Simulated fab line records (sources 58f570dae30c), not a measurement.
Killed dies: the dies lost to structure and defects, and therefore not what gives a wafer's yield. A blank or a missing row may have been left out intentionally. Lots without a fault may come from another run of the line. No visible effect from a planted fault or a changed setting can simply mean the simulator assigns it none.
8D (eight disciplines) problem report, filled in by code | flow berkeleyCmos170 | the parts of the form that need people (team, actions taken, sign-off) are left out

1. PROBLEM STATEMENT
At UCB170_NLDD_IMPLANT_08, beamEnergyKeV averages 28.985 over 9 wafers from 3 lots, while fault-free wafers read 30.000, standard deviation 0.01. That is -99 or more standard deviations from the usual mean.
The first sign was on wafer L899.1 at day 9 02:38, on implanter-03. The record holds 45 wafers of 15 lots with a number at this step. Rule for "out" (also "out of limits"): further than 4 standard deviations from the usual mean. The other wafers with a number count as sound.

2. WHAT IT IS; WHAT IT IS NOT
question                    | is                     | is not
which readings at this step | beamEnergyKeV          | -
which lots                  | L899, L902, L904       | L892, L894, L895, L897, L898, L901, L903, L908, L909, L911, L914, L915
which wafers of those lots  | all that have a number | -
read on which tools         | implanter-03           | implanter-01, implanter-02
when                        | from day 9 02:38       | up to then (18 sound wafers); but 18 sound wafers of L903, L908, L909, L911, L914, L915 came after

3. SUSPECTS, AND WHAT RULES EACH OUT
Counting: a tool at any process step up to the reading remains a suspect when it ran all the lots that are out and ran no sound lot after the first of those.
- implanter-03 at UCB170_NLDD_IMPLANT_08: kept. Every lot that is out went through it, starting with L899 (day 9 02:38), and after that it ran no sound lot; the last sound lot it ran before then is L898 (day 8 05:52). On those wafers its own readings are out: beamEnergyKeV.
Remaining after the count: implanter-03 at UCB170_NLDD_IMPLANT_08.

4. THE CAUSE (what the simulator had put in)
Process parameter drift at UCB170_NLDD_IMPLANT_08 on implanter-03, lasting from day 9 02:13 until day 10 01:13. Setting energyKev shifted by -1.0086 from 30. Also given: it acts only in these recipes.
The count eliminated every tool but this one.

5. SEQUENCE OF EFFECTS, ordered by route
Each row: a reading where the mean over the struck wafers with a number is more than 3 standard deviations away from the usual. Only readings for which the record gives a usual standard deviation are gone through. hours: the time from each lot's start at the first step in this table that gives one to its start at this step, as a median over the lots. sigmas: the change in usual standard deviations.
hours | step                   | reading       | usual  | on struck wafers | change | sigmas
0     | UCB170_NLDD_IMPLANT_08 | beamEnergyKeV | 30.000 | 28.985           | -1.015 | -99 or more
Process steps it contains:
- UCB170_NLDD_IMPLANT_08

6. WHAT WOULD HAVE CAUGHT IT SOONER
In this record the first reading out of limits was taken at day 9 02:38, 0 hours after the fault began at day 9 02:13.
